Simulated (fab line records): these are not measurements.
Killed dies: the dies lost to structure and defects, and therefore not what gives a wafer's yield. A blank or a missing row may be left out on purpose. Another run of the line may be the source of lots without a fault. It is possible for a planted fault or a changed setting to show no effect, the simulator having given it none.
Problem report in the 8D (eight disciplines) form, filled by code :: flow rit_cmos :: the parts of the form that need people (team, actions taken, sign-off) are left out

## 1. PROBLEM STATEMENT
NLDD_OVL at RIT_NLDD_OVL_MEAS_06 reads a mean of -299.4 nm on 12 wafers of 4 lots; wafers without a fault read 0.3 nm with a standard deviation of 1.3. That is -99 or more standard deviations from the usual mean.
First seen on wafer L491.4, day 5 12:28, on overlay-02. The record holds 48 wafers of 16 lots with a number at this step. Rule for "out", or "out of limits": more than 4 standard deviations from the usual mean. The rest of the wafers with a number are treated as sound.

## 2. WHAT IT IS; WHAT IT IS NOT
question: which readings at this step
is: NLDD_OVL
is not: -

question: which lots
is: L491, L492, L493, L495
is not: L478, L479, L480, L481, L482, L483, L484, L486, L487, L496, L498, L501

question: which wafers of those lots
is: all that have a number
is not: -

question: read on which gauges
is: overlay-01, overlay-02
is not: -

question: when
is: from day 5 12:28
is not: up to then (27 sound wafers); but 9 sound wafers of L496, L498, L501 came after

## 3. THE SUSPECTS, EACH WITH WHAT RULES IT OUT
Counting: a tool at a process step up to the reading stays a suspect if it ran every lot that is out and no sound lot after the first of them.
- ruled out: the gauge at RIT_NLDD_OVL_MEAS_06. Those wafers that are out were read across 2 gauges (overlay-01, overlay-02).
- iline_stepper-01 at RIT_NLDD_EXPOSE_03 (exposes mask M7, target cd 40700 nm): kept. It processed each lot that is out, first L491 at day 5 12:07, and no sound lot thereafter; up to then, the last sound lot it processed was L487 at day 4 19:53.
Remaining after the count: iline_stepper-01 at RIT_NLDD_EXPOSE_03.

## 4. THE CAUSE (what the simulator had put in)
Scanner matching overlay: iline_stepper-01, from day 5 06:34 on, at RIT_NLDD_EXPOSE_03. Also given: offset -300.
Only this tool survived the counting.

## 5. SEQUENCE OF EFFECTS, ordered by route
Each row: a reading whose mean over the struck wafers that have a number lies more than 3 standard deviations from the usual. Only readings whose record carries a usual standard deviation are examined. hours: median over the lots of the time between each lot's start at the first step of this table that gives one and its start at this step. sigmas: the change, counted in usual standard deviations.
hours: 0
step: RIT_NLDD_OVL_MEAS_06
reading: NLDD_OVL
usual: 0.3 nm
on struck wafers: -299.4
change: -299.7
sigmas: -99 or more

## 6. HOW IT WOULD HAVE BEEN CAUGHT EARLIER
6 hours passed between the start of the fault at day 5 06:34 and the first reading out of limits at a measuring or inspecting step in this record, taken at day 5 12:28.
No tool reading at RIT_NLDD_EXPOSE_03 that has a usual standard deviation in the record was out on any struck wafer, so an alarm limit of 4 standard deviations on those readings would not have fired.
Of the lots that are out (4), L492, L493, L495 began RIT_NLDD_EXPOSE_03 on iline_stepper-01 after day 5 12:28. A hold on the tool at that time would have spared those 3.
